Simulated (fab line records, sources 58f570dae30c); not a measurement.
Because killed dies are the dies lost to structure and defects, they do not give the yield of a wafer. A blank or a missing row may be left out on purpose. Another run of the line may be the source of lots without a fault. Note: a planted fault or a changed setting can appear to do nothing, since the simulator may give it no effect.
Which tool was responsible? + flow berkeleyCmos170 + Sampling: 14 lots, 42 wafers, 5 of 331 route steps

## WHAT THE GAUGES SHOWED, per wafer
UCB170_NWELL_THK_MEAS_02.
| lot  | measured    | on           | NWELL_OXIDE_THK (nm) |
|------|-------------|--------------|----------------------|
| L411 | day 2 04:49 | filmMetro-02 | 25.8 25.8 25.8       |
| L413 | day 2 11:35 | filmMetro-03 | 27.0 26.9 26.6       |
| L412 | day 2 11:36 | filmMetro-02 | 26.5 26.2 25.8       |
| L415 | day 2 22:07 | filmMetro-02 | 26.4 26.7 26.1       |
| L416 | day 3 05:40 | filmMetro-02 | 26.1 25.6 26.3       |
| L418 | day 3 15:49 | filmMetro-03 | 25.6 25.6 25.9       |
| L419 | day 3 18:07 | filmMetro-02 | 26.3 26.2 26.1       |
| L420 | day 3 22:37 | filmMetro-01 | 25.4 25.4 25.7       |
| L421 | day 4 06:23 | filmMetro-03 | 25.7 26.2 26.2       |
| L422 | day 4 10:46 | filmMetro-02 | 25.8 25.7 25.4       |
| L424 | day 4 23:32 | filmMetro-03 | 26.3 26.4 26.4       |
| L430 | day 6 07:14 | filmMetro-02 | 26.7 26.0 27.1       |
| L432 | day 6 20:10 | filmMetro-03 | 25.5 25.9 25.7       |
| L433 | day 6 20:10 | filmMetro-01 | 25.7 25.2 25.0       |

UCB170_CONTACT_CD_MEAS_90: the cd target is 700 nm.
| lot  | measured     | on       | cdNm (nm)         |
|------|--------------|----------|-------------------|
| L411 | day 6 19:34  | cdSem-01 | 697.6 700.1 699.3 |
| L413 | day 7 14:55  | cdSem-01 | 700.0 701.3 700.5 |
| L412 | day 7 15:13  | cdSem-02 | 700.2 699.8 698.2 |
| L415 | day 8 01:40  | cdSem-01 | 698.2 701.8 698.4 |
| L416 | day 8 13:07  | cdSem-01 | 702.1 699.0 701.6 |
| L418 | day 9 03:30  | cdSem-01 | 698.8 698.8 698.0 |
| L419 | day 9 03:13  | cdSem-02 | 699.9 701.2 701.3 |
| L420 | day 9 18:46  | cdSem-02 | 699.2 700.3 700.7 |
| L421 | day 9 20:13  | cdSem-01 | 701.9 699.3 700.1 |
| L422 | day 9 19:46  | cdSem-02 | 700.5 702.0 700.6 |
| L424 | day 10 10:37 | cdSem-01 | 697.8 697.4 699.9 |
| L430 | day 11 09:38 | cdSem-01 | 698.3 696.2 697.8 |
| L432 | day 11 13:10 | cdSem-01 | 702.1 701.3 701.8 |
| L433 | day 11 15:53 | cdSem-02 | 698.3 698.2 698.0 |

UCB170_V2_CD_MEAS_12: the cd target is 700 nm.
| lot  | measured     | on       | cdNm (nm)                           |
|------|--------------|----------|-------------------------------------|
| L411 | day 7 14:07  | cdSem-01 | 697.8 698.2 698.1                   |
| L413 | day 8 11:53  | cdSem-01 | 700.0 700.4 698.9                   |
| L412 | day 8 08:13  | cdSem-01 | 701.5 702.4 701.1                   |
| L415 | day 8 21:34  | cdSem-02 | 700.4 699.5 699.3                   |
| L416 | day 9 05:40  | cdSem-02 | 700.4 698.6 697.8                   |
| L418 | day 9 17:59  | cdSem-01 | 700.6 702.2 699.8                   |
| L419 | day 9 18:01  | cdSem-02 | 699.0 700.6 698.8                   |
| L420 | day 10 11:02 | cdSem-01 | 698.3 699.4 697.3                   |
| L421 | day 10 10:28 | cdSem-02 | 699.2 698.5 698.0                   |
| L422 | day 10 11:05 | cdSem-02 | 700.1 700.4 700.4                   |
| L424 | day 11 01:44 | cdSem-02 | 760.1 762.1 761.2 760.4 762.2 761.1 |
| L430 | day 11 23:34 | cdSem-02 | 700.0 699.5 698.7                   |
| L432 | day 12 02:45 | cdSem-01 | 759.0 761.2 760.8 759.0 761.2 761.2 |
| L433 | day 12 07:05 | cdSem-01 | 699.2 699.2 700.2                   |

## TOOL THAT RAN EACH LOT (tool first, then ch and the chambers of the sampled wafers, then the start)
| lot  | UCB170_NVT_STRIP_08                 | UCB170_V2_SOFTBAKE_08            |
|------|-------------------------------------|----------------------------------|
| L411 | plasmaAsher-01 ch 0,1, day 5 11:16  | lithoTrack-01 ch 0, day 7 13:27  |
| L413 | plasmaAsher-03 ch 0, day 5 20:55    | lithoTrack-04 ch 0, day 8 11:22  |
| L412 | plasmaAsher-01 ch 0,1, day 5 21:14  | lithoTrack-01 ch 0, day 8 07:41  |
| L415 | plasmaAsher-03 ch 0,1, day 6 10:01  | lithoTrack-03 ch 0, day 8 20:38  |
| L416 | plasmaAsher-02 ch 0,1, day 7 03:10  | lithoTrack-04 ch 0, day 9 04:38  |
| L418 | plasmaAsher-03 ch 0,1, day 7 08:01  | lithoTrack-01 ch 0, day 9 16:32  |
| L419 | plasmaAsher-03 ch 1, day 7 08:16    | lithoTrack-04 ch 0, day 9 16:43  |
| L420 | plasmaAsher-01 ch 0, day 7 22:18    | lithoTrack-04 ch 0, day 10 09:43 |
| L421 | plasmaAsher-02 ch 0,1, day 8 02:53  | lithoTrack-03 ch 0, day 10 09:19 |
| L422 | plasmaAsher-01 ch 0,1, day 8 03:20  | lithoTrack-01 ch 0, day 10 09:46 |
| L424 | plasmaAsher-01 ch 0,1, day 8 22:55  | lithoTrack-01 ch 0, day 11 00:40 |
| L430 | plasmaAsher-03 ch 0, day 9 23:50    | lithoTrack-04 ch 0, day 11 22:55 |
| L432 | plasmaAsher-03 ch 0,1, day 10 06:53 | lithoTrack-01 ch 0, day 12 01:55 |
| L433 | plasmaAsher-03 ch 0,1, day 10 07:10 | lithoTrack-03 ch 0, day 12 06:26 |
- UCB170_NVT_STRIP_08: strips in O2.
- UCB170_V2_SOFTBAKE_08: time 60 s.

## AS READ BY THE TOOLS THEMSELVES (means over the sampled wafers that have a number; for cases with no such wafer, the mark the record gives instead)
UCB170_NVT_STRIP_08.
| lot  | tool           | drypumpMotorCurrentA (A) | oesProductAu (a.u.) | stripTimeToEndpointS (s) |
|------|----------------|--------------------------|---------------------|--------------------------|
| L411 | plasmaAsher-01 | 6.0                      | 0.734               | 21.63                    |
| L413 | plasmaAsher-03 | 5.6                      | 0.736               | 21.56                    |
| L412 | plasmaAsher-01 | 5.8                      | 0.734               | 21.55                    |
| L415 | plasmaAsher-03 | 5.8                      | 0.732               | 21.47                    |
| L416 | plasmaAsher-02 | 5.8                      | 0.733               | 21.54                    |
| L418 | plasmaAsher-03 | 6.1                      | 0.737               | 21.68                    |
| L419 | plasmaAsher-03 | 6.3                      | 0.733               | 21.52                    |
| L420 | plasmaAsher-01 | 5.5                      | 0.733               | 21.58                    |
| L421 | plasmaAsher-02 | 5.8                      | 0.737               | 21.62                    |
| L422 | plasmaAsher-01 | 5.8                      | 0.736               | 21.53                    |
| L424 | plasmaAsher-01 | 6.0                      | 0.737               | 21.69                    |
| L430 | plasmaAsher-03 | 5.6                      | 0.730               | 21.63                    |
| L432 | plasmaAsher-03 | 5.8                      | 0.736               | 21.56                    |
| L433 | plasmaAsher-03 | 5.8                      | 0.732               | 21.66                    |

UCB170_V2_SOFTBAKE_08.
| lot  | tool          | heaterPowerTotalW (W) | plateTempC (C) |
|------|---------------|-----------------------|----------------|
| L411 | lithoTrack-01 | 56.83                 | 129.96         |
| L413 | lithoTrack-04 | 56.75                 | 130.01         |
| L412 | lithoTrack-01 | 56.79                 | 129.90         |
| L415 | lithoTrack-03 | 56.77                 | 130.06         |
| L416 | lithoTrack-04 | 56.78                 | 130.20         |
| L418 | lithoTrack-01 | 56.78                 | 129.98         |
| L419 | lithoTrack-04 | 56.84                 | 129.84         |
| L420 | lithoTrack-04 | 56.82                 | 130.20         |
| L421 | lithoTrack-03 | 56.81                 | 129.98         |
| L422 | lithoTrack-01 | 56.82                 | 130.03         |
| L424 | lithoTrack-01 | 67.42                 | 148.55         |
| L430 | lithoTrack-04 | 56.82                 | 129.96         |
| L432 | lithoTrack-01 | 67.45                 | 148.48         |
| L433 | lithoTrack-03 | 56.75                 | 129.97         |

## THE ANSWER, worked out from the rows above alone
Rule: usual is defined by the lots themselves. Put in order of their means at a reading, lots are off if they are a third of the lots or fewer, leave a main group of 4 or more, and stand apart from it by a gap of 3 or more times the standard deviation of the main group's means; of several such gaps the widest counts. A main group is skipped when, at the precision printed for the reading in the tables above, its means are all equal. Also off: a lot with no number at a reading for which 4 or more lots have one. Where the step has rows for the other lots, those lots are counted as sound. The gauges are gone through in route order, then the tools' own readings, and for those a lot's mean is taken as printed above. At the first step where some lot is off, the reading lying furthest off is the one used; lots without a number count as furthest.
Off at UCB170_V2_CD_MEAS_12 (cdNm): L424, L432. Main group: mean 699.5 nm, sd 1.
A tool fits if, at a process step before that reading, it ran every lot that is off, and no sound lot after the first of them. Not tried: the gauges at UCB170_V2_CD_MEAS_12; whatever is off there is also off at UCB170_V2_SOFTBAKE_08, on other tools, and gauge error can't account for it. One fits: UCB170_V2_SOFTBAKE_08 on lithoTrack-01. A fault onset in the window from L422 (day 10 09:46, its last sound lot) to L424 (day 11 00:40, its first lot off) fits.
The tool's own readings at UCB170_V2_SOFTBAKE_08 bear it out: on the lots that are off they differ by more than 5 times the standard deviation of the sound lots' means. heaterPowerTotalW reads 67.44 W there against 56.80 W on the sound lots; plateTempC reads 148.51 C there against 130.01 C on the sound lots.

## WHAT THE SIMULATOR PUT IN
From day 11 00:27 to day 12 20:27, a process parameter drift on lithoTrack-01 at UCB170_V2_SOFTBAKE_08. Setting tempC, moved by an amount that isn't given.
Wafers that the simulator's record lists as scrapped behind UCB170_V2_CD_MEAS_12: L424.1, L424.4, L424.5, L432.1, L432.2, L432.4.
Lots struck among those shown: L424, L432. The rule given above showed the same thing.
